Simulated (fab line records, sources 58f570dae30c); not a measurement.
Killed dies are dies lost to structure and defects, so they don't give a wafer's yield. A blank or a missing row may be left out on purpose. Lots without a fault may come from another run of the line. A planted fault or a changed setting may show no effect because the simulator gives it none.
Which tool did it? | flow berkeley_cmos170 | 7 lots, 21 wafers sampled, at 2 steps of a route of 331

WHAT THE GAUGES READ, wafer by wafer
UCB170_PLDD_TW_MEAS_11.
lot  | measured     | on            | PLDD_TW
L985 | day 6 10:48  | film_metro-03 | 1007 1011 1012
L987 | day 6 18:55  | film_metro-01 | 1027 1020 1019
L991 | day 7 17:37  | film_metro-03 | 995 997 999
L993 | day 8 09:45  | film_metro-01 | 1014 1015 1018
L100 | day 9 17:35  | film_metro-01 | 1011 1014 1019
L103 | day 10 07:11 | film_metro-03 | 1091 1088 1092
L108 | day 11 14:56 | film_metro-01 | 1018 1013 1020

WHICH TOOL RAN EACH LOT (tool, then ch and the chambers of the sampled wafers, then the start)
lot  | UCB170_PLDD_IMPLANT_08
L985 | implanter-01 ch 0, day 6 10:26
L987 | implanter-04 ch 0, day 6 18:33
L991 | implanter-01 ch 0, day 7 17:14
L993 | implanter-03 ch 0, day 8 09:21
L100 | implanter-03 ch 0, day 9 17:11
L103 | implanter-01 ch 0, day 10 06:47
L108 | implanter-04 ch 0, day 11 14:32
- UCB170_PLDD_IMPLANT_08

THE ANSWER, worked out from the rows above alone
Rule: what is usual is taken from the lots themselves. Put in order of their means at a reading, lots are off if they are a third of the lots or fewer, leave a main group of 4 or more, and stand apart from it by a gap of 3 or more times the standard deviation of the main group's means; of several such gaps the widest counts. A main group whose means are all the same, to the digits that the tables above print for the reading, isn't used. A lot without any number at a reading at which 4 lots or more have one is off too. The other lots that the step has rows for count as sound.
Off: L103, at UCB170_PLDD_TW_MEAS_11 (PLDD_TW). The main group: mean 1013, standard deviation 7.9.
A tool fits if, at a process step before that reading, it ran every lot that is off, and no sound lot after the first of them. The gauges at UCB170_PLDD_TW_MEAS_11 are tried like those tools. Can't be told from this: 2 tools fit, implanter-01 at UCB170_PLDD_IMPLANT_08, film_metro-03 at UCB170_PLDD_TW_MEAS_11.

WHAT THE SIMULATOR HAD PUT IN
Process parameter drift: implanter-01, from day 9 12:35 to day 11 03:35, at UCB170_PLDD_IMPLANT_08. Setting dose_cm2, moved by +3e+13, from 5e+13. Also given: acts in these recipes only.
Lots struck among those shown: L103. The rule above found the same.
